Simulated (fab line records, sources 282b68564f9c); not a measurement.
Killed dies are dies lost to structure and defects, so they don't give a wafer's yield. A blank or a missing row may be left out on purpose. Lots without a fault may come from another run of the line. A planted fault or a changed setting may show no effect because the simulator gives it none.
Problem report in the 8D (eight disciplines) form, filled by code | flow rit_cmos | the parts of the form that need people (team, actions taken, sign-off) are left out

1. THE PROBLEM
chamber_pressure_mTorr at RIT_NLDD_STRIP_09 reads a mean of 2000 mTorr on 4 wafers of 3 lots; wafers without a fault read 4000 mTorr with a standard deviation of 3.5. That is -99 or more standard deviations from the usual mean.
The step: strips in O2, time 180 s.
First seen on wafer L921.2, day 6 07:54, on plasma_asher-02. The record holds 45 wafers of 15 lots with a number at this step. Rule for "out", or "out of limits": more than 4 standard deviations from the usual mean. The other wafers with a number count as sound.

2. WHAT IT IS AND WHAT IT IS NOT
question                    | is                             | is not
which readings at this step | chamber_pressure_mTorr         | drypump_motor_current_A
which lots                  | L921, L922, L923               | L904, L905, L906, L907, L908, L909, L912, L914, L915, L916, L918, L927
which wafers of those lots  | L921.2, L922.6, L923.4, L923.6 | L921.4, L921.6, L922.3, L922.5, L923.1
read on which tools         | plasma_asher-02                | plasma_asher-03, plasma_asher-04
when                        | from day 6 07:54               | up to then (35 sound wafers); but 6 sound wafers of L922, L923, L927 came after

3. SUSPECTS, AND WHAT RULES EACH OUT
Counting: a tool at a process step up to the reading stays a suspect if it ran every lot that is out. Sound lots after the first of them don't rule it out here, since some wafers of a struck lot are sound.
- plasma_asher-02 at RIT_NLDD_STRIP_09 (strips in O2, time 180 s): kept. It ran every lot that is out, first L921 (day 6 07:54); its last sound lot up to then is L918 (day 5 15:31). Its own readings are out on those wafers: chamber_pressure_mTorr.
- Within plasma_asher-02 at RIT_NLDD_STRIP_09: the wafers that are out ran in chamber 1; their sound lot-mates ran in chamber 0.
Left after counting: plasma_asher-02 at RIT_NLDD_STRIP_09.

4. THE CAUSE (what the simulator had put in)
Process parameter drift: plasma_asher-02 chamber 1, from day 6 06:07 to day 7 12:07, at RIT_NLDD_STRIP_09. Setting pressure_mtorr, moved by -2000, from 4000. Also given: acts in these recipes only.
Counting left only this tool.

5. THE CHAIN OF EFFECTS, in route order
Each row: a reading whose mean over the struck wafers that have a number lies more than 3 standard deviations from the usual. Only readings for which the record gives a usual standard deviation are gone through. hours: the time from each lot's start at the first step in this table that gives one to its start at this step, as a median over the lots. sigmas: the change in usual standard deviations.
hours | step              | reading                | usual      | on struck wafers | change | sigmas
0     | RIT_NLDD_STRIP_09 | chamber_pressure_mTorr | 4000 mTorr | 2000             | -2000  | -99 or more
The process steps in it:
- RIT_NLDD_STRIP_09: strips in O2, time 180 s.

6. WHAT WOULD HAVE CAUGHT IT SOONER
In this record the first reading out of limits was taken at day 6 07:54, 2 hours after the fault began at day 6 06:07.
